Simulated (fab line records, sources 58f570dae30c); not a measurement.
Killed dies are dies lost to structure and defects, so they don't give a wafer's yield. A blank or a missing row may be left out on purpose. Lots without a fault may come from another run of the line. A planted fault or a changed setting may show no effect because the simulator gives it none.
A struck lot beside a sound one | flow berkeley_cmos170 | 14 steps out of a route of 331
Sound: wafers L791.4, L791.5, L791.6. Struck: wafers L782.1, L782.2, L782.3. The cause comes at the end.
At each step with rows: each side's tool, then ch and its chambers, then its first start. Under that, the readings that differ: sound wafers | struck wafers | difference of the means | sigmas: that difference in standard deviations of wafers without a fault.
alike: readings whose means differ by less than 2 such deviations, and words and numbers that are the same on both sides. not compared: withheld readings, readings that some wafer has no value for, bounds like >300 that may hide the same value, and numbers for which the record gives no deviation and whose values overlap.
The two part at a step that has a row with sigmas, a row that says differs or no value, or rows on one side only. Numbers that don't overlap but have no deviation are shown without sigmas and don't part them. A reading that every wafer of one side lacks parts them only if that side has two wafers or more.

UCB170_M2_STRIP_19: strips in O2.
  sound on plasma_asher-02 ch 0,1, day 13 07:01; struck on plasma_asher-02 ch 0,1, day 11 05:35
  reading               | sound             | struck            | difference | sigmas
  oes_product_au (a.u.) | 0.526 0.542 0.529 | 0.587 0.599 0.603 | +0.064     | +2
  alike: drypump_motor_current_A
  not compared: rf_hours_counter_h
UCB170_M2_CD_MEAS_90: target cd 700 nm.
  sound on cd_sem-02, day 13 07:09; struck on cd_sem-01, day 11 05:41
  alike: cd_nm
UCB170_V2_CVD_00: deposits SiO2 from TEOS/O2, target thk 2000 nm, time 250 s.
  sound on pecvd-03 ch 0,1,2, day 13 07:17; struck on pecvd-02 ch 0,1,2, day 11 05:49
  alike: heater_power_w, rf_fwd_power_W
UCB170_V2_THK_MEAS_01:
  sound on film_metro-03, day 13 07:23; struck on film_metro-03, day 11 05:58
  alike: V2_TEOS_THK
UCB170_V2_CMP_02: polishes SiO2.
  sound on cmp-02 ch 0,3, day 13 07:28; struck on cmp-02 ch 1,2,3, day 11 06:14
  alike: motor_current_A
UCB170_V2_BOW_MEAS_03:
  sound on film_metro-02, day 13 07:47; struck on film_metro-03, day 11 06:31
  alike: V2_BOW
UCB170_V2_THK_MEAS_04:
  sound on film_metro-02, day 13 07:52; struck on film_metro-03, day 11 06:38
  alike: V2_POLISHED_THK
then, 5 steps without rows for these wafers: UCB170_V2_CLEAN_05 (cleans in DIW); UCB170_V2_HMDS_06 (prime time 60 s); UCB170_V2_COAT_07 (resist thk 900 nm); UCB170_V2_SOFTBAKE_08 (time 60 s); UCB170_V2_EXPOSE_09 (exposes mask VIA2, target cd 700 nm).
UCB170_V2_PEB_10:
  sound on litho_track-04 ch 0, day 13 08:50; struck on litho_track-04, day 11 07:49
  no value came back on the struck wafers for chill_plate_temp_C (C), exhaust_pa (Pa); on the sound wafers chill_plate_temp_C (C) reads 23.15 23.05 23.04
then, 1 step without rows for these wafers: UCB170_V2_DEVELOP_11 (develop time 45 s).

WHERE THEY PART
First at UCB170_M2_STRIP_19; last, within this record, at UCB170_V2_PEB_10.

WHY: what the simulator had put in
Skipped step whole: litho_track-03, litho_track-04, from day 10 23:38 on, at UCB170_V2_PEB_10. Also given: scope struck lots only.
